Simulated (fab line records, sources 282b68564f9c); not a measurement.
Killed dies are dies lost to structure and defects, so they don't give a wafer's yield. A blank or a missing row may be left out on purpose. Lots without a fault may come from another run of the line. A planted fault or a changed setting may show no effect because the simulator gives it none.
Which tool did it? | flow rit_cmos | 14 lots, 42 wafers sampled, at 7 steps of a route of 202

WHAT THE GAUGES READ, wafer by wafer
RIT_ACTIVE_CD_MEAS_90: target cd 1400 nm.
lot  | measured    | on        | cd_nm (nm)
L573 | day 1 20:08 | cd_sem-01 | 1400.4 1398.1 1396.2
L575 | day 2 06:01 | cd_sem-02 | 1398.9 1400.2 1400.8
L576 | day 2 12:15 | cd_sem-01 | 1401.4 1404.0 1403.2
L577 | day 2 17:32 | cd_sem-01 | 1395.4 1396.9 1398.5
L578 | day 2 21:25 | cd_sem-01 | 1397.6 1397.7 1399.6
L579 | day 3 03:11 | cd_sem-02 | 1400.5 1400.5 1398.4
L580 | day 3 07:45 | cd_sem-02 | 1400.3 1400.9 1398.1
L581 | day 3 14:03 | cd_sem-01 | 1398.6 1399.1 1399.3
L583 | day 3 22:10 | cd_sem-01 | 1399.7 1400.1 1399.5
L584 | day 4 03:01 | cd_sem-01 | 1399.8 1401.2 1398.4
L586 | day 4 13:36 | cd_sem-02 | 1396.5 1398.0 1396.8
L589 | day 5 04:46 | cd_sem-02 | 1396.5 1397.0 1397.0
L591 | day 5 14:18 | cd_sem-02 | 1397.5 1397.4 1397.5
L593 | day 6 00:16 | cd_sem-02 | 1396.8 1397.5 1397.6

RIT_FOX2_THK_MEAS_01.
lot  | measured    | on            | FOX2_OXIDE_THK (nm)
L573 | day 1 23:59 | film_metro-04 | 366 364 358
L575 | day 2 12:16 | film_metro-02 | 350 358 354
L576 | day 2 15:49 | film_metro-02 | 361 358 357
L577 | day 2 22:14 | film_metro-03 | 350 355 351
L578 | day 3 02:22 | film_metro-02 | 346 348 349
L579 | day 3 08:54 | film_metro-03 | 354 352 354
L580 | day 3 15:24 | film_metro-03 | 346 341 348
L581 | day 3 18:28 | film_metro-04 | 348 351 354
L583 | day 4 05:26 | film_metro-02 | 347 351 347
L584 | day 4 09:15 | film_metro-03 | 343 341 341
L586 | day 4 19:17 | film_metro-02 | 287 287 285
L589 | day 5 09:26 | film_metro-04 | 279 281 286
L591 | day 5 18:49 | film_metro-03 | 348 349 355
L593 | day 6 04:34 | film_metro-03 | 356 361 355

RIT_FOX2_THK_MEAS_90.
lot  | measured    | on            | FIELD_OXIDE_LEFT_1_THK (nm)
L573 | day 2 00:52 | film_metro-04 | 339 337 330
L575 | day 2 13:13 | film_metro-02 | 323 330 327
L576 | day 2 16:41 | film_metro-02 | 334 330 330
L577 | day 2 23:07 | film_metro-02 | 322 328 323
L578 | day 3 03:15 | film_metro-04 | 319 321 321
L579 | day 3 09:46 | film_metro-03 | 327 324 327
L580 | day 3 16:17 | film_metro-03 | 319 314 320
L581 | day 3 19:20 | film_metro-04 | 321 324 326
L583 | day 4 06:23 | film_metro-03 | 321 324 320
L584 | day 4 10:08 | film_metro-04 | 315 313 313
L586 | day 4 20:10 | film_metro-02 | 259 259 257
L589 | day 5 10:18 | film_metro-04 | 252 254 259
L591 | day 5 19:46 | film_metro-04 | 320 321 327
L593 | day 6 05:40 | film_metro-03 | 328 334 328

RIT_NWELL_OVL_MEAS_06.
lot  | measured    | on         | NWELL_OVL (nm)
L573 | day 2 01:49 | overlay-01 | 1.9 1.8 0.3
L575 | day 2 14:10 | overlay-02 | 0.7 1.1 1.0
L576 | day 2 17:38 | overlay-01 | 3.5 1.0 1.9
L577 | day 3 00:17 | overlay-01 | 0.1 -0.9 -2.6
L578 | day 3 04:25 | overlay-02 | 1.4 1.3 0.8
L579 | day 3 10:50 | overlay-01 | 0.7 1.1 1.4
L580 | day 3 17:20 | overlay-02 | 0.8 1.2 1.9
L581 | day 3 20:24 | overlay-01 | -0.8 -1.0 -1.6
L583 | day 4 07:26 | overlay-02 | 1.0 -1.1 0.6
L584 | day 4 11:14 | overlay-01 | 0.5 0.2 -1.2
L586 | day 4 21:14 | overlay-01 | 0.9 1.3 1.4
L589 | day 5 11:22 | overlay-02 | 0.4 -0.5 1.4
L591 | day 5 20:55 | overlay-02 | -1.3 -0.2 0.1
L593 | day 6 06:37 | overlay-01 | -2.7 -2.1 -0.9

RIT_FOX2_THK_MEAS_91.
lot  | measured    | on            | FIELD_OXIDE_LEFT_2_THK (nm)
L573 | day 2 15:01 | film_metro-03 | 271 269 263
L575 | day 3 03:33 | film_metro-03 | 255 263 259
L576 | day 3 05:02 | film_metro-04 | 266 263 262
L577 | day 3 11:20 | film_metro-04 | 254 259 255
L578 | day 3 18:02 | film_metro-03 | 251 253 253
L579 | day 4 00:42 | film_metro-02 | 259 256 259
L580 | day 4 05:20 | film_metro-03 | 250 246 253
L581 | day 4 10:22 | film_metro-03 | 253 256 258
L583 | day 4 18:58 | film_metro-04 | 252 256 252
L584 | day 5 00:32 | film_metro-04 | 246 245 245
L586 | day 5 09:37 | film_metro-03 | 191 191 189
L589 | day 5 23:26 | film_metro-04 | 186 187 193
L591 | day 6 09:02 | film_metro-03 | 252 253 259
L593 | day 6 18:50 | film_metro-03 | 260 265 259

RIT_NSD_OVL_MEAS_06.
lot  | measured    | on         | NSD_OVL (nm)
L573 | day 3 11:04 | overlay-02 | 0.6 0.5 0.7
L575 | day 3 20:39 | overlay-02 | 2.2 0.8 2.3
L576 | day 3 23:20 | overlay-02 | 1.8 -0.2 -0.1
L577 | day 4 04:35 | overlay-01 | 0.8 2.6 3.1
L578 | day 4 10:44 | overlay-02 | -0.8 1.4 0.9
L579 | day 4 21:32 | overlay-02 | 2.3 0.4 -0.3
L580 | day 5 00:05 | overlay-02 | -0.6 -2.1 -1.2
L581 | day 5 02:52 | overlay-01 | 2.2 0.2 0.7
L583 | day 5 13:17 | overlay-02 | 1.3 0.7 1.5
L584 | day 5 16:19 | overlay-01 | -0.6 1.2 3.4
L586 | day 6 02:10 | overlay-02 | -1.2 -1.9 -2.1
L589 | day 6 17:02 | overlay-01 | 0.5 1.6 0.4
L591 | day 7 03:49 | overlay-01 | 0.4 -0.9 0.6
L593 | day 7 11:49 | overlay-01 | -0.9 1.5 0.1

WHICH TOOL RAN EACH LOT (tool, then ch and the chambers of the sampled wafers, then the start)
lot  | RIT_FOX2_OXIDATION_00
L573 | furnace-03 ch 0, day 1 22:40
L575 | furnace-03 ch 0, day 2 10:58
L576 | furnace-03 ch 0, day 2 14:29
L577 | furnace-03 ch 0, day 2 20:55
L578 | furnace-01 ch 0, day 3 01:04
L579 | furnace-01 ch 0, day 3 07:35
L580 | furnace-03 ch 0, day 3 14:05
L581 | furnace-01 ch 0, day 3 17:08
L583 | furnace-03 ch 0, day 4 04:07
L584 | furnace-04 ch 0, day 4 07:56
L586 | furnace-03 ch 0, day 4 17:58
L589 | furnace-03 ch 0, day 5 08:05
L591 | furnace-04 ch 0, day 5 17:30
L593 | furnace-01 ch 0, day 6 03:14
- RIT_FOX2_OXIDATION_00: target thk 350.7 nm, ox time 1130 s.

WHAT THE TOOLS THEMSELVES READ (means of the sampled wafers that have a number; where no wafer has one, the mark that the record gives instead)
RIT_FOX2_OXIDATION_00.
lot  | tool       | spike_tc_centre_C (C) | spike_tc_load_C (C) | spike_tc_source_C (C) | tube_center_temp_C (C) | tube_center_temp_C_max | zone_power_load_pct (%)
L573 | furnace-03 | 1102.1                | 1130                | 1128                  | 1100                   | 1102.5                 | 44.2
L575 | furnace-03 | 1101.1                | 1128                | 1128                  | 1100                   | 1102.6                 | 43.2
L576 | furnace-03 | 1101.2                | 1128                | 1129                  | 1100                   | 1103.0                 | 44.0
L577 | furnace-03 | 1101.4                | 1129                | 1128                  | 1100                   | 1102.8                 | 44.1
L578 | furnace-01 | 1102.2                | 1122                | 1121                  | 1100                   | 1102.9                 | 48.0
L579 | furnace-01 | 1102.7                | 1120                | 1120                  | 1100                   | 1102.5                 | 47.7
L580 | furnace-03 | 1100.9                | 1128                | 1128                  | 1100                   | 1102.5                 | 43.3
L581 | furnace-01 | 1101.6                | 1122                | 1121                  | 1100                   | 1103.0                 | 47.3
L583 | furnace-03 | 1102.1                | 1128                | 1128                  | 1100                   | 1102.7                 | 43.9
L584 | furnace-04 | 1102.9                | 1129                | 1123                  | 1100                   | 1103.2                 | 47.0
L586 | furnace-03 | 1061.1                | 1086                | 1089                  | 1060                   | 1062.6                 | 40.0
L589 | furnace-03 | 1062.3                | 1087                | 1089                  | 1060                   | 1062.5                 | 40.0
L591 | furnace-04 | 1101.6                | 1127                | 1123                  | 1100                   | 1102.9                 | 46.9
L593 | furnace-01 | 1101.7                | 1122                | 1121                  | 1100                   | 1102.9                 | 47.5

THE ANSWER, worked out from the rows above alone
Rule: what is usual is taken from the lots themselves. Put in order of their means at a reading, lots are off if they are a third of the lots or fewer, leave a main group of 4 or more, and stand apart from it by a gap of 3 or more times the standard deviation of the main group's means; of several such gaps the widest counts. A main group whose means are all the same, to the digits that the tables above print for the reading, isn't used. A lot without any number at a reading at which 4 lots or more have one is off too. The other lots that the step has rows for count as sound. The gauges are gone through in route order, then the tools' own readings, and for those a lot's mean is taken as printed above. The first step at which some lot is off is used, and at that step the reading that is off furthest; a lot without a number counts as furthest.
Off: L586, L589, at RIT_FOX2_THK_MEAS_01 (FOX2_OXIDE_THK). The main group: mean 352 nm, standard deviation 5.6.
A tool fits if, at a process step before that reading, it ran every lot that is off, and no sound lot after the first of them. The gauges at RIT_FOX2_THK_MEAS_01 aren't tried: what is off there is off at RIT_FOX2_OXIDATION_00 too, on other tools, and a gauge's error can't cause that. One fits: furnace-03 at RIT_FOX2_OXIDATION_00. Its last sound lot is L583 (day 4 04:07), its first lot that is off L586 (day 4 17:58): a fault that began between those two fits.
The tool's own readings at RIT_FOX2_OXIDATION_00 bear it out: on the lots that are off they differ by more than 5 times the standard deviation of the sound lots' means. spike_tc_centre_C reads 1061.7 C there against 1101.8 C on the sound lots; spike_tc_load_C reads 1086 C there against 1126 C on the sound lots; spike_tc_source_C reads 1089 C there against 1125 C on the sound lots; tube_center_temp_C reads 1060 C there against 1100 C on the sound lots; tube_center_temp_C_max reads 1062.5 there against 1102.8 on the sound lots.

WHAT THE SIMULATOR HAD PUT IN
Process parameter drift: furnace-03, from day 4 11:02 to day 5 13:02, at RIT_FOX2_OXIDATION_00. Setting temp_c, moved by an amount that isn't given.
Lots struck among those shown: L586, L589. The rule above found the same.
